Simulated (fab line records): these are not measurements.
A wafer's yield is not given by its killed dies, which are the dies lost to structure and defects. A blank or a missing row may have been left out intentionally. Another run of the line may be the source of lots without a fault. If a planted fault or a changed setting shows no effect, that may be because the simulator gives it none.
Chamber matching / flow berkeleyCmos170 / UCB170_GATE_ETCH_14 on rieDiel-02 has 3 sister chambers
The step etches BARC in N2/H2. 3 wafers are shown with their chamber, then 6 later ones without.

== WAFERS, EACH WITH ITS CHAMBER ==
wafer=L783.1; chamber=2; throttleValvePct (%)=13.75
wafer=L789.1; chamber=1; throttleValvePct (%)=12.95
wafer=L789.2; chamber=0; throttleValvePct (%)=13.18

== WAFERS WHOSE CHAMBER IS MISSING ==
wafer=L789.6; throttleValvePct (%)=12.95
wafer=L792.3; throttleValvePct (%)=12.96
wafer=L792.6; throttleValvePct (%)=13.74
wafer=L795.3; throttleValvePct (%)=13.75
wafer=L795.4; throttleValvePct (%)=12.96
wafer=L795.5; throttleValvePct (%)=13.74

== CHAMBER TAKEN BY EACH ==
wafer=L789.6; from the rows above=1; in truth=1
wafer=L792.3; from the rows above=1; in truth=1
wafer=L792.6; from the rows above=2; in truth=2
wafer=L795.3; from the rows above=2; in truth=2
wafer=L795.4; from the rows above=1; in truth=1
wafer=L795.5; from the rows above=2; in truth=2
Correct placement for 6 of the 6. Can't be placed from these rows: 0. Wrongly placed: 0.
How it was worked out, from the rows above alone: a wafer's distance from a chamber is the root of the sum, over the readings, of the square of ((its reading less the chamber's mean) divided by the reading's scatter). If the next closest chamber is less than 2 further off than the closest, the wafer can't be placed; otherwise it belongs to the closest. Each chamber's mean is taken over the wafers shown for it. The scatter (one wafer shown for each chamber): square how far every hidden wafer sits from the nearest shown wafer, average those squares and take the square root.
